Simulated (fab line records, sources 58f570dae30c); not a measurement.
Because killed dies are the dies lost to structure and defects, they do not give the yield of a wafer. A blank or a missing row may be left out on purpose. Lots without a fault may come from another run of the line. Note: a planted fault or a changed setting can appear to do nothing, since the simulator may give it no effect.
The tool behind it: which one?    flow berkeley_cmos170    15 lots with 45 wafers sampled at 5 steps, on a route of 331 steps

## WHAT EACH GAUGE READ, for each wafer
UCB170_NVT_OVL_MEAS_06. Usual: for NVT_OVL the level is -4 nm and the standard deviation is 5.5.
lot   measured      on          NVT_OVL (nm)  flag
L530  day 6 01:29   overlay-02  -8 -8 -10     
L533  day 7 14:25   overlay-02  -4 -6 -9      
L532  day 7 14:27   overlay-02  -5 -5 0       
L535  day 7 20:14   overlay-01  -1 0 -4       
L536  day 8 00:56   overlay-02  -6 -4 -4      
L538  day 8 01:10   overlay-01  -9 -3 -7      
L540  day 8 10:08   overlay-01  5 0 7         
L539  day 8 10:21   overlay-01  -11 -9 -16    
L541  day 8 19:59   overlay-01  -10 -9 -6     
L544  day 9 10:18   overlay-01  -4 4 2        
L545  day 9 23:54   overlay-02  -5 -3 -8      
L547  day 10 00:09  overlay-02  -19 -21 -14   
L546  day 10 00:16  overlay-01  0 0 -5        
L548  day 10 14:58  overlay-02  0 2 0         
L549  day 10 15:19  overlay-01  -3 -1 -7      

UCB170_GATE_CD_MEAS_12: target cd 350 nm. Usual: cd_nm at 350.2 nm, with a standard deviation of 1.6.
lot   measured      on         cd_nm (nm)         flag
L530  day 6 16:14   cd_sem-01  351.4 349.7 350.9  
L533  day 8 10:22   cd_sem-02  347.6 350.2 349.0  
L532  day 8 10:25   cd_sem-01  349.4 349.1 349.6  
L535  day 8 10:58   cd_sem-02  351.8 351.2 350.1  
L536  day 8 19:41   cd_sem-01  349.6 351.1 348.9  
L538  day 8 19:31   cd_sem-01  352.1 349.5 351.1  
L540  day 9 03:04   cd_sem-02  352.0 351.3 352.5  
L539  day 9 03:03   cd_sem-01  348.9 348.2 349.8  
L541  day 9 11:45   cd_sem-01  349.8 350.0 349.3  
L544  day 10 04:18  cd_sem-01  347.3 348.2 348.2  
L545  day 10 17:30  cd_sem-02  351.8 350.9 351.6  
L547  day 10 17:14  cd_sem-02  349.8 349.9 349.4  
L546  day 10 17:15  cd_sem-01  351.5 352.7 350.5  
L548  day 11 09:18  cd_sem-01  349.0 350.4 349.0  
L549  day 11 09:22  cd_sem-02  350.5 349.4 349.1  

UCB170_PLDD_CD_MEAS_06: target cd 1200 nm. Usual: cd_nm at 1200.1 nm, with a standard deviation of 1.1.
lot   measured      on         cd_nm (nm)            flag
L530  day 6 18:22   cd_sem-01  1201.5 1202.2 1201.5  
L533  day 8 12:11   cd_sem-02  1200.3 1199.3 1198.8  
L532  day 8 12:26   cd_sem-01  1198.9 1198.7 1198.9  
L535  day 8 12:53   cd_sem-01  1200.3 1200.7 1201.3  
L536  day 8 21:32   cd_sem-02  1198.8 1199.0 1199.9  
L538  day 8 21:05   cd_sem-01  1199.5 1199.9 1200.3  
L540  day 9 04:53   cd_sem-01  1199.7 1199.7 1200.6  
L539  day 9 05:52   cd_sem-01  1199.0 1199.9 1200.7  
L541  day 9 13:19   cd_sem-02  1201.2 1202.9 1201.8  
L544  day 10 07:05  cd_sem-02  1199.4 1198.8 1199.9  
L545  day 10 20:03  cd_sem-02  1197.3 1198.9 1198.8  
L547  day 10 19:57  cd_sem-02  1205.9 1206.3 1207.5  OFF
L546  day 10 19:42  cd_sem-02  1207.3 1208.4 1206.8  OFF
L548  day 11 11:23  cd_sem-02  1207.3 1207.5 1206.8  OFF
L549  day 11 11:34  cd_sem-01  1199.9 1199.2 1200.8  

UCB170_PLDD_OVL_MEAS_07. Usual: for PLDD_OVL the level is 2 nm and the standard deviation is 6.
lot   measured      on          PLDD_OVL (nm)  flag
L530  day 6 18:29   overlay-02  -4 -2 -1       
L533  day 8 12:17   overlay-02  9 -1 0         
L532  day 8 12:33   overlay-01  -3 3 6         
L535  day 8 12:59   overlay-01  -6 -9 3        
L536  day 8 21:39   overlay-01  9 1 -2         
L538  day 8 21:10   overlay-02  7 -2 -7        
L540  day 9 04:59   overlay-01  9 8 14         
L539  day 9 05:59   overlay-01  -2 -6 -2       
L541  day 9 13:26   overlay-02  7 -2 8         
L544  day 10 07:13  overlay-01  -6 -1 -7       
L545  day 10 20:10  overlay-01  -5 4 -1        
L547  day 10 20:04  overlay-02  9 1 5          
L546  day 10 19:47  overlay-02  7 8 14         
L548  day 11 11:28  overlay-02  -4 -10 -7      
L549  day 11 11:41  overlay-01  10 11 5        

## TOOL THAT RAN EACH LOT (tool first, then ch and the chambers of the sampled wafers, then the start)
lot   UCB170_PLDD_PEB_04
L530  litho_track-03 ch 0, day 6 18:05
L533  litho_track-01 ch 0, day 8 11:55
L532  litho_track-01 ch 0, day 8 12:10
L535  litho_track-02 ch 0, day 8 12:37
L536  litho_track-03 ch 0, day 8 21:16
L538  litho_track-03 ch 0, day 8 20:50
L540  litho_track-03 ch 0, day 9 04:37
L539  litho_track-01 ch 0, day 9 05:36
L541  litho_track-02 ch 0, day 9 13:03
L544  litho_track-01 ch 0, day 10 06:49
L545  litho_track-03 ch 0, day 10 19:46
L547  litho_track-02 ch 0, day 10 19:41
L546  litho_track-02 ch 0, day 10 19:00
L548  litho_track-02 ch 0, day 11 11:07
L549  litho_track-03 ch 0, day 11 11:17
- UCB170_PLDD_PEB_04

## AS READ BY THE TOOLS THEMSELVES (means over the sampled wafers that have a number; for cases with no such wafer, the mark the record gives instead)
UCB170_PLDD_PEB_04. Usual: heater_power_total_W at 56.80 W, with a standard deviation of 0.045.
lot   tool            heater_power_total_W (W)  flag
L530  litho_track-03  56.78                     
L533  litho_track-01  56.78                     
L532  litho_track-01  56.80                     
L535  litho_track-02  56.87                     
L536  litho_track-03  56.76                     
L538  litho_track-03  56.78                     
L540  litho_track-03  56.80                     
L539  litho_track-01  56.82                     
L541  litho_track-02  56.80                     
L544  litho_track-01  56.77                     
L545  litho_track-03  56.82                     
L547  litho_track-02  56.85                     
L546  litho_track-02  56.81                     
L548  litho_track-02  56.80                     
L549  litho_track-03  56.78                     

## THE ANSWER, worked out from the rows above alone
Rule: a lot is off if the mean of its wafers that have a number lies more than 3 standard deviations from the usual mean. Also off: a lot with no number at a reading for which 4 or more lots have one. All remaining lots with rows at the step are treated as sound. Order of review: gauges by route order, followed by the tools' own readings, for which a lot's mean as printed above is used. At the first step where some lot is off, the reading lying furthest off is the one used; lots without a number count as furthest.
Off at UCB170_PLDD_CD_MEAS_06 (cd_nm): L547, L546, L548.
If a tool, at a process step before that reading, ran all the lots that are off and no sound lot after the first of them, it fits. Those tools and the gauges at UCB170_PLDD_CD_MEAS_06 are tried in the same way. One fits: UCB170_PLDD_PEB_04 on litho_track-02. Its last sound lot is L541 (day 9 13:03), its first lot that is off L546 (day 10 19:00): a fault that began between those two fits.

## WHAT THE SIMULATOR HAD PUT IN
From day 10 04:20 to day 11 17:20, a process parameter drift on litho_track-02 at UCB170_PLDD_PEB_04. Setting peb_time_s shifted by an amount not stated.
Lots struck among those shown: L547, L546, L548. The rule above found the same.
